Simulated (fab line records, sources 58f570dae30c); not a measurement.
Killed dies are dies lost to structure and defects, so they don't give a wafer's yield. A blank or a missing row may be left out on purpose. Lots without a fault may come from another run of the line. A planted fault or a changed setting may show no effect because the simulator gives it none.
One fault seen from 2 desks | flow berkeley_cmos170 | each desk has only its own numbers; what lay behind them comes last

THE TOOL OWNER'S DESK: pvd_sputter-02
The tool's own readings at UCB170_M1_SPUTTER_00 (material Al, target thk 600 nm, time 83.86 s): means of the sampled wafers that have a number, for each lot that ran on this tool. A lot is out of limits, marked OUT, if its mean lies more than 4 standard deviations from the usual mean; the brackets give that distance.
Columns: A = chamber_pressure_pa at UCB170_M1_SPUTTER_00, usual 0.4999 Pa; B = throttle_valve_pct at UCB170_M1_SPUTTER_00, usual 30.2 %
lot  | first seen here | A                | B
L451 | day 9 09:13     | 0.5005           | 31.5
L454 | day 9 09:56     | 0.4999           | 31.4
L455 | day 9 17:31     | 0.5196 (+20) OUT | 30.3
L459 | day 10 18:07    | 0.5183 (+18) OUT | 30.7
This desk's finding: out of limits on L455, L459; first on L455, day 9 17:31 (chamber_pressure_pa at UCB170_M1_SPUTTER_00). In limits: L451, L454.

THE METROLOGY DESK
What the gauges read, lot by lot, whatever tool the lot ran on: means of the sampled wafers that have a number. A lot is out of limits, marked OUT, if its mean lies more than 4 standard deviations from the usual mean; the brackets give that distance.
Columns: A = NSD_TW at UCB170_NSD_TW_MEAS_10, usual 4165; B = SILICIDE_TI_THK at UCB170_SILICIDE_THK_MEAS_03, usual 31.1 nm; C = cd_nm at UCB170_CONTACT_CD_MEAS_15, usual 700.0 nm; D = M1_AL_RS at UCB170_M1_RS_MEAS_01, usual 0.0462 ohm/sq
lot  | first seen here | A    | B    | C     | D
L447 | day 7 19:00     | 4213 | 30.7 | 700.2 | 0.0463
L448 | day 7 19:16     | 4152 | 30.8 | 701.9 | 0.0468
L451 | day 8 23:26     | 4124 | 31.4 | 700.4 | 0.0458
L450 | day 8 23:44     | 4119 | 31.3 | 699.1 | 0.0467
L454 | day 9 00:16     | 4139 | 31.2 | 699.9 | 0.0460
L453 | day 9 00:30     | 4176 | 31.0 | 701.3 | 0.0468
L455 | day 9 10:32     | 4135 | 31.5 | 700.6 | 0.0466
L459 | day 10 09:34    | 4167 | 31.7 | 699.4 | 0.0458
L463 | day 11 04:04    | 4200 | 31.0 | 699.9 | 0.0459
L464 | day 11 18:29    | 4133 | 31.2 | 700.8 | 0.0469
L467 | day 11 18:49    | 4122 | 31.4 | 701.1 | 0.0465
L469 | day 12 15:49    | 4201 | 31.4 | 699.1 | 0.0463
L466 | day 12 15:55    | 4133 | 31.1 | 700.5 | 0.0466
L470 | day 13 00:01    | 4187 | 30.4 | 698.8 | 0.0469
This desk's finding: nothing out of limits on any of the 14 lots.

PUT TOGETHER
The tool owner's desk could have raised an alarm at day 9 17:31, on L455, L459.
The metrology desk saw nothing out of limits.
The metrology desk has L455, L459 on record, within its limits.
Of the lots named, all ran UCB170_M1_SPUTTER_00 on pvd_sputter-02.

WHAT THE SIMULATOR HAD PUT IN
Process parameter drift: pvd_sputter-02, from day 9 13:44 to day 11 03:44, at UCB170_M1_SPUTTER_00. Setting chamber_pressure_pa, moved by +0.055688, from 0.5. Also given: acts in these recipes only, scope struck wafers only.
Lots struck among those shown: L455, L459.
Hours from the fault's start to each desk's first reading out of limits: the tool owner's desk, 4.
